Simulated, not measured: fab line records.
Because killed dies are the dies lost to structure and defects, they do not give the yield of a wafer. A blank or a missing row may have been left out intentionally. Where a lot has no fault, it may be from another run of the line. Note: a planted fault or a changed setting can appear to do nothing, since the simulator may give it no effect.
Split-lot experiment + flow rit-cmos + route with 202 steps; 5 lots, 23 wafers read

## ON THE SPLIT
At RIT_NSD_IMPLANT_08, the setting energy-kev was moved away from the recipe's 25 on 11 of the 23 wafers read, by -4.9% to -1.6%. For the rest of the wafers, this setting stayed at what the recipe calls for.

Reading taken at the split's own step.

## THE READING
implant.drp-nm (the simulator's own value, which no gauge read), in nm, at RIT_NSD_IMPLANT_08. There is no usual value for it anywhere in the file.

| wafer  | tool, chamber at the split | energy-kev as run | against the recipe | implant.drp-nm, nm | against lot-mates on the recipe |
|--------|----------------------------|-------------------|--------------------|--------------------|---------------------------------|
| L074.1 | implanter-03, 0            | 25                | recipe             | 14.84              | -                               |
| L074.2 | implanter-03, 0            | 25                | recipe             | 14.84              | -                               |
| L074.3 | implanter-03, 0            | 24.51             | -2.0%              | 14.66              | -0.18                           |
| L074.4 | implanter-03, 0            | 24.51             | -2.0%              | 14.66              | -0.18                           |
| L074.5 | implanter-03, 0            | 24.51             | -2.0%              | 14.66              | -0.18                           |
| L082.1 | implanter-03, 0            | 25                | recipe             | 14.84              | -                               |
| L082.4 | implanter-03, 0            | 25                | recipe             | 14.84              | -                               |
| L082.5 | implanter-03, 0            | 25                | recipe             | 14.84              | -                               |
| L083.1 | implanter-04, 0            | 25                | recipe             | 14.84              | -                               |
| L083.5 | implanter-04, 0            | 25                | recipe             | 14.84              | -                               |
| L083.2 | implanter-04, 0            | 24.6              | -1.6%              | 14.69              | -0.15                           |
| L083.4 | implanter-04, 0            | 24.6              | -1.6%              | 14.69              | -0.15                           |
| L083.6 | implanter-04, 0            | 24.6              | -1.6%              | 14.69              | -0.15                           |
| L084.1 | implanter-04, 0            | 23.77             | -4.9%              | 14.39              | -0.45                           |
| L084.4 | implanter-04, 0            | 23.77             | -4.9%              | 14.39              | -0.45                           |
| L084.6 | implanter-04, 0            | 23.77             | -4.9%              | 14.39              | -0.45                           |
| L084.3 | implanter-04, 0            | 25                | recipe             | 14.84              | -                               |
| L084.5 | implanter-04, 0            | 25                | recipe             | 14.84              | -                               |
| L085.1 | implanter-02, 0            | 24.48             | -2.1%              | 14.65              | -0.19                           |
| L085.4 | implanter-02, 0            | 24.48             | -2.1%              | 14.65              | -0.19                           |
| L085.2 | implanter-02, 0            | 25                | recipe             | 14.84              | -                               |
| L085.3 | implanter-02, 0            | 25                | recipe             | 14.84              | -                               |
| L085.5 | implanter-02, 0            | 25                | recipe             | 14.84              | -                               |

THE FIT
A straight line over all 23 wafers: implant.drp-nm changes by +0.0915 nm for each +1% of energy-kev; r = +1.00; the points scatter about the line by 0.0013 nm.
The same after taking each lot's own level away (the mean of its wafers on the recipe; 23 wafers): +0.0915 nm for each +1%; r = +1.00; scatter 0.0013 nm.
That fit puts the effect of the largest move of energy-kev on the reading at 0.45 nm.
The lots' own levels span 14.840 to 14.840 nm.
So the lot-to-lot level changes the slope little: the two slopes agree.
Check: for one of the wafers moved furthest among these (-4.9%), held out of the fit, the line's prediction against its lot-mates is -0.451 nm. Against them it came out at -0.45 nm.

## THE OTHER SPLITS THESE WAFERS WENT THROUGH
Other splits were also applied to these wafers ahead of the reading. Each is held against what the fit with the lots' levels taken away leaves over:
| other split on the same wafers     | wafers away from the commonest value | r with implant.drp-nm (lot level and that fit taken away) |
|------------------------------------|--------------------------------------|-----------------------------------------------------------|
| RIT_GATE_DEVELOP_15 develop-time-s | 9                                    | -0.09                                                     |
| RIT_NLDD_COAT_01 spin-rpm          | 7                                    | -0.45                                                     |
| RIT_PLDD_IMPLANT_08 dose-cm2       | 8                                    | +0.69                                                     |

## THE WHOLE CHAIN: every reading that the file lists as answering this split, in the file's order
| step               | what it does | reading                                                         | change (the file's fit)                | r (the file's) |
|--------------------|--------------|-----------------------------------------------------------------|----------------------------------------|----------------|
| RIT_NSD_IMPLANT_08 |              | implant.rp-nm (the simulator's own value, which no gauge read)  | +0.224 nm for each +1% of the setting  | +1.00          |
| RIT_NSD_IMPLANT_08 |              | implant.drp-nm (the simulator's own value, which no gauge read) | +0.0902 nm for each +1% of the setting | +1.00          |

## THE FILE'S OWN FIT
implant.drp-nm changes by +0.0902 nm for each +1% of energy-kev, r = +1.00.
